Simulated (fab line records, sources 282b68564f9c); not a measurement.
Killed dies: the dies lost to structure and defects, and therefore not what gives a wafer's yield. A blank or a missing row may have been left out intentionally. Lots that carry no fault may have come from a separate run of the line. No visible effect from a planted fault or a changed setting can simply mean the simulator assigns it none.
Code-filled problem report in 8D (eight disciplines) form -- flow ritCmos -- the parts of the form that need people (team, actions taken, sign-off) are left out

== 1. THE PROBLEM ==
Across 2 wafers from 2 lots, M1_AL_RS at RIT_M1_RS_MEAS_01 averages 0.0915 ohm/sq, while fault-free wafers read 0.0732 ohm/sq with a standard deviation of 0.0011. Relative to the usual mean, that is a shift of +17 standard deviations.
The step: measures by four-point-probe.
First seen on wafer L927.5, day 7 00:35, on filmMetro-03. The record has a number at this step for 38 wafers belonging to 14 lots. By rule, "out" or "out of limits" means more than 4 standard deviations away from the usual mean. The other wafers with a number count as sound.

== 2. WHAT IT IS, AND WHAT IT ISN'T ==
question,is,is not
which readings at this step,M1_AL_RS,-
which lots,"L927, L928","L909, L910, L912, L913, L917, L918, L920, L922, L923, L924, L929, L930"
which wafers of those lots,all that have a number,-
read on which gauges,"filmMetro-01, filmMetro-03",filmMetro-02
when,from day 7 00:35,"up to then (30 sound wafers); but 6 sound wafers of L929, L930 came after"

== 3. THE SUSPECTS, EACH WITH WHAT RULES IT OUT ==
Counting: a tool at a process step up to the reading stays a suspect if it ran every lot that is out and no sound lot after the first of them.
- the gauge at RIT_M1_RS_MEAS_01 has been ruled out. Those wafers that are out were read across 2 gauges (filmMetro-01, filmMetro-03).
- pvdSputter-02 at RIT_M1_SPUTTER_00 (material Al, target thk 400 nm, time 500 s): kept. It ran every lot that is out, first L927 (day 7 00:22), and no sound lot after that; its last sound lot up to then is L923 (day 6 05:34).
Remaining after the count: pvdSputter-02 at RIT_M1_SPUTTER_00.

== 4. THE CAUSE (what the simulator had put in) ==
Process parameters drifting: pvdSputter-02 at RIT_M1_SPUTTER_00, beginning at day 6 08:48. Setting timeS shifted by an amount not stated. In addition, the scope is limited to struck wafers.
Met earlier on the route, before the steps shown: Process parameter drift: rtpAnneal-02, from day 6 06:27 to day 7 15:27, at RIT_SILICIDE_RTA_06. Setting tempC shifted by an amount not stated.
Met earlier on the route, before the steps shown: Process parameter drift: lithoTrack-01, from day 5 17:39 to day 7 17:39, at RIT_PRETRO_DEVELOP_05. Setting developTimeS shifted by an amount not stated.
Only this tool survived the counting.

== 5. THE CHAIN OF EFFECTS, in route order ==
Each row: a reading whose mean over the struck wafers that have a number lies more than 3 standard deviations from the usual. Only readings for which the record gives a usual standard deviation are gone through. hours: the time from each lot's start at the first step in this table that gives one to its start at this step, as a median over the lots. sigmas: the change in usual standard deviations.
hours,step,reading,usual,on struck wafers,change,sigmas
0,RIT_M1_RS_MEAS_01,M1_AL_RS,0.0732 ohm/sq,0.0915,+0.0183,+17
0,RIT_M1_THK_MEAS_02,M1_AL_THK,408 nm,328,-80,-13
1,RIT_M1_METAL_ETCH_12,oesProductAu,0.767 a.u.,0.692,-0.076,-5.4
It contains these process steps:
- RIT_M1_METAL_ETCH_12: etches Al in Cl2/BCl3, stops on SiO2, time 165 s, target depth 600 nm.

== 6. WHAT WOULD HAVE CAUGHT IT SOONER ==
16 hours passed between the start of the fault at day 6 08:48 and the first reading out of limits at a measuring or inspecting step in this record, taken at day 7 00:35.
Tool readings at RIT_M1_SPUTTER_00 with a usual standard deviation given in the record: none out on any struck wafer, hence no alarm at a limit of 4 standard deviations on them.
Among the 2 lots that are out, L928 began RIT_M1_SPUTTER_00 on pvdSputter-02 after day 7 00:35. A tool hold placed at that time would have kept it from harm.
